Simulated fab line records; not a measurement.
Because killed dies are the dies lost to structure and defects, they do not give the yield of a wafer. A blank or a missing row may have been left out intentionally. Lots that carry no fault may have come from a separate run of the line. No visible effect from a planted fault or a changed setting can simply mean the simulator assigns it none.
What tool caused it? | flow berkeley cmos170 | 39 wafers from 13 lots sampled at 5 of the route's 331 steps

## WHAT EACH GAUGE READ, for each wafer
UCB170_SILICIDE_RS_MEAS_02: a four-point-probe measurement. Usual: for SILICIDE_TI_RS the level is 26.1 ohm/sq and the standard deviation is 0.35.
lot  | measured     | on            | SILICIDE_TI_RS (ohm/sq) | flag
L196 | day 7 13:10  | film metro-04 | 26.0 26.7 26.8          |
L194 | day 7 13:19  | film metro-04 | 25.9 26.3 26.6          |
L195 | day 7 13:44  | film metro-04 | 26.7 26.6 26.7          |
L199 | day 8 15:34  | film metro-03 | 25.6 25.7 25.7          |
L198 | day 8 15:49  | film metro-04 | 26.0 25.9 26.0          |
L202 | day 9 05:34  | film metro-04 | 26.2 25.8 25.8          |
L200 | day 9 05:52  | film metro-04 | 26.2 25.9 26.2          |
L205 | day 10 13:36 | film metro-04 | 26.6 26.4 26.6          |
L204 | day 10 13:51 | film metro-02 | 26.2 26.0 25.6          |
L206 | day 10 14:01 | film metro-03 | 26.1 26.4 26.5          |
L209 | day 11 06:41 | film metro-04 | 26.2 26.4 26.8          |
L211 | day 11 17:34 | film metro-04 | 26.0 26.0 25.9          |
L215 | day 13 00:11 | film metro-02 | 26.7 25.7 26.1          |

UCB170_M2_RS_MEAS_02: a four-point-probe measurement. Usual: for M2_AL_RS the level is 0.0322 ohm/sq and the standard deviation is 0.00033.
lot  | measured     | on            | M2_AL_RS (ohm/sq)    | flag
L196 | day 8 02:19  | film metro-02 | 0.0325 0.0324 0.0327 |
L194 | day 8 02:44  | film metro-04 | 0.0324 0.0323 0.0324 |
L195 | day 8 06:40  | film metro-03 | 0.0326 0.0319 0.0322 |
L199 | day 9 04:56  | film metro-04 | 0.0326 0.0328 0.0328 |
L198 | day 9 04:49  | film metro-03 | 0.0316 0.0320 0.0319 |
L202 | day 9 17:13  | film metro-04 | 0.0319 0.0319 0.0319 |
L200 | day 9 17:21  | film metro-03 | 0.0316 0.0318 0.0323 |
L205 | day 11 03:33 | film metro-02 | 0.0322 0.0324 0.0321 |
L204 | day 11 02:35 | film metro-02 | 0.0319 0.0324 0.0318 |
L206 | day 11 03:38 | film metro-03 | 0.0324 0.0319 0.0323 |
L209 | day 11 19:56 | film metro-02 | 0.0323 0.0321 0.0320 |
L211 | day 12 06:25 | film metro-02 | 0.0329 0.0324 0.0329 |
L215 | day 13 11:22 | film metro-04 | 0.0325 0.0319 0.0320 |

## EACH LOT AND THE TOOL THAT RAN IT (in order: tool; ch and the chambers of the sampled wafers; start)
lot  | UCB170_CONTACT_ETCH_18                        | UCB170_V1_ETCH_14                  | UCB170_V1_STRIP_15
L196 | rie diel-02 ch 0,1,3, day 8 01:45 or earlier  | rie diel-02 ch 1,2, day 8 01:45    | plasma asher-02 ch 0,1, day 8 01:55
L194 | rie diel-04 ch 1,2, day 8 02:12 or earlier    | rie diel-01 ch 0,2,3, day 8 02:12  | plasma asher-03 ch 0,1, day 8 02:22
L195 | rie diel-02 ch 1,2,3, day 8 06:03 or earlier  | rie diel-03 ch 1,2, day 8 06:03    | plasma asher-04 ch 0,1, day 8 06:16
L199 | rie diel-02 ch 1,2,3, day 9 04:14 or earlier  | rie diel-02 ch 0,2, day 9 04:14    | plasma asher-03 ch 0,1, day 9 04:25
L198 | rie diel-03 ch 0,1, day 9 04:12 or earlier    | rie diel-01 ch 0,1,2, day 9 04:12  | plasma asher-04 ch 0,1, day 9 04:25
L202 | rie diel-03 ch 0,3, day 9 16:40 or earlier    | rie diel-03 ch 0,1, day 9 16:40    | plasma asher-02 ch 0,1, day 9 16:50
L200 | rie diel-02 ch 1,2, day 9 16:48 or earlier    | rie diel-01 ch 0,2,3, day 9 16:48  | plasma asher-04 ch 0,1, day 9 16:59
L205 | rie diel-03 ch 0,1,2, day 11 02:56 or earlier | rie diel-01 ch 0,3, day 11 02:56   | plasma asher-02 ch 0,1, day 11 03:09
L204 | rie diel-02 ch 0,1,3, day 11 02:01 or earlier | rie diel-02 ch 0,2,3, day 11 02:01 | plasma asher-03 ch 0,1, day 11 02:13
L206 | rie diel-02 ch 0,2,3, day 11 03:05 or earlier | rie diel-02 ch 0,2,3, day 11 03:05 | plasma asher-04 ch 0,1, day 11 03:16
L209 | rie diel-02 ch 1,2, day 11 19:23 or earlier   | rie diel-01 ch 0,2,3, day 11 19:23 | plasma asher-04 ch 0,1, day 11 19:34
L211 | rie diel-02 ch 1,2, day 12 05:52 or earlier   | rie diel-02 ch 0,1,2, day 12 05:52 | plasma asher-02 ch 0,1, day 12 06:03
L215 | rie diel-03 ch 1,2,3, day 13 10:49 or earlier | rie diel-03 ch 0,1,2, day 13 10:49 | plasma asher-03 ch 0,1, day 13 10:59
- UCB170_CONTACT_ETCH_18: etches PSG in CHF3/CF4/Ar, stops on TiSi2, target depth 840 nm, time 195 s.
- UCB170_V1_ETCH_14: etches SiO2 in CHF3/CF4/Ar, stops on Al, target depth 1250 nm, time 291 s.
- UCB170_V1_STRIP_15: strips in O2.

## WHAT THE TOOLS THEMSELVES READ (means of the sampled wafers that have a number; where no wafer has one, the mark that the record gives instead)
UCB170_CONTACT_ETCH_18. Usual: drypump motor current A 5.8 A, standard deviation 0.43; oes product au 0.891 a.u., standard deviation 0.014; throttle valve pct 6.90 %, standard deviation 0.1.
lot  | tool        | drypump motor current A (A) | oes product au (a.u.) | throttle valve pct (%) | flag
L196 | rie diel-02 | 5.5                         | 0.903                 | 6.86                   |
L194 | rie diel-04 | 6.0                         | 0.905                 | 6.91                   |
L195 | rie diel-02 | 5.6                         | 0.894                 | 6.94                   |
L199 | rie diel-02 | 5.6                         | 0.898                 | 6.94                   |
L198 | rie diel-03 | 6.1                         | 0.871                 | 6.80                   |
L202 | rie diel-03 | 5.5                         | 0.876                 | 6.93                   |
L200 | rie diel-02 | 5.9                         | 0.897                 | 6.98                   |
L205 | rie diel-03 | 6.1                         | 0.880                 | 6.86                   |
L204 | rie diel-02 | 5.5                         | 0.889                 | 6.87                   |
L206 | rie diel-02 | 5.3                         | 0.904                 | 6.85                   |
L209 | rie diel-02 | 5.7                         | 0.878                 | 6.98                   |
L211 | rie diel-02 | 5.7                         | 0.885                 | 6.97                   |
L215 | rie diel-03 | 6.0                         | 0.882                 | 6.94                   |

UCB170_V1_ETCH_14. Usual: drypump motor current A 5.7 A, standard deviation 0.42; oes product au 0.874 a.u., standard deviation 0.013; throttle valve pct 6.96 %, standard deviation 0.15.
lot  | tool        | drypump motor current A (A) | oes product au (a.u.) | throttle valve pct (%) | flag
L196 | rie diel-02 | 5.7                         | 0.869                 | 6.99                   |
L194 | rie diel-01 | 5.7                         | 0.884                 | 7.00                   |
L195 | rie diel-03 | 6.2                         | 0.861                 | 6.96                   |
L199 | rie diel-02 | 5.4                         | 0.877                 | 6.90                   |
L198 | rie diel-01 | 6.0                         | 0.882                 | 7.00                   |
L202 | rie diel-03 | 5.9                         | 0.866                 | 6.79                   |
L200 | rie diel-01 | 5.7                         | 0.885                 | 7.00                   |
L205 | rie diel-01 | 5.5                         | 0.881                 | 6.93                   |
L204 | rie diel-02 | 5.3                         | 0.884                 | 6.87                   |
L206 | rie diel-02 | 5.2                         | 0.884                 | 6.87                   |
L209 | rie diel-01 | 5.7                         | 0.876                 | 7.00                   |
L211 | rie diel-02 | 5.6                         | 0.904                 | 6.92                   |
L215 | rie diel-03 | 6.0                         | 0.863                 | 6.89                   |

UCB170_V1_STRIP_15. Usual: drypump motor current A 5.8 A, standard deviation 0.35; oes product au 0.722 a.u., standard deviation 0.0046; strip time to endpoint s 15.37 s, standard deviation 0.1.
lot  | tool            | drypump motor current A (A) | oes product au (a.u.) | strip time to endpoint s (s) | flag
L196 | plasma asher-02 | 6.0                         | 0.723                 | 15.40                        |
L194 | plasma asher-03 | 5.5                         | 0.719                 | 15.34                        |
L195 | plasma asher-04 | 5.8                         | 0.724                 | 15.33                        |
L199 | plasma asher-03 | 5.4                         | 0.726                 | 15.34                        |
L198 | plasma asher-04 | 5.7                         | 0.724                 | 15.34                        |
L202 | plasma asher-02 | 5.7                         | 0.720                 | 15.38                        |
L200 | plasma asher-04 | 5.8                         | 0.721                 | 15.38                        |
L205 | plasma asher-02 | 6.0                         | 0.723                 | 15.30                        |
L204 | plasma asher-03 | 5.4                         | 0.723                 | 15.39                        |
L206 | plasma asher-04 | 5.7                         | 0.722                 | 15.38                        |
L209 | plasma asher-04 | 5.8                         | 0.724                 | 15.38                        |
L211 | plasma asher-02 | 6.0                         | 0.723                 | 15.78                        | OFF
L215 | plasma asher-03 | 5.7                         | 0.724                 | 15.36                        |

## THE ANSWER, worked out from the rows above alone
Rule: lot off if the mean of its wafers having a number is beyond 3 standard deviations from the usual mean. A lot without any number at a reading at which 4 lots or more have one is off too. Where the step has rows for the other lots, those lots are counted as sound. First the gauges in route order, then the tools' own readings, where a lot's mean is used as printed above. At the first step where some lot is off, the reading lying furthest off is the one used; lots without a number count as furthest.
Off: L211, at UCB170_V1_STRIP_15 (strip time to endpoint s).
A tool fits if, at that step or a process step before it, it ran every lot that is off, and no sound lot after the first of them. Because UCB170_CONTACT_ETCH_18 lacks a start for some lots, the hours and order of its lots are taken from UCB170_V1_ETCH_14. Can't be told from this: 2 tools fit, rie diel-02 at UCB170_CONTACT_ETCH_18 and UCB170_V1_ETCH_14, plasma asher-02 at UCB170_V1_STRIP_15.

## WHAT HAD BEEN PUT IN BY THE SIMULATOR
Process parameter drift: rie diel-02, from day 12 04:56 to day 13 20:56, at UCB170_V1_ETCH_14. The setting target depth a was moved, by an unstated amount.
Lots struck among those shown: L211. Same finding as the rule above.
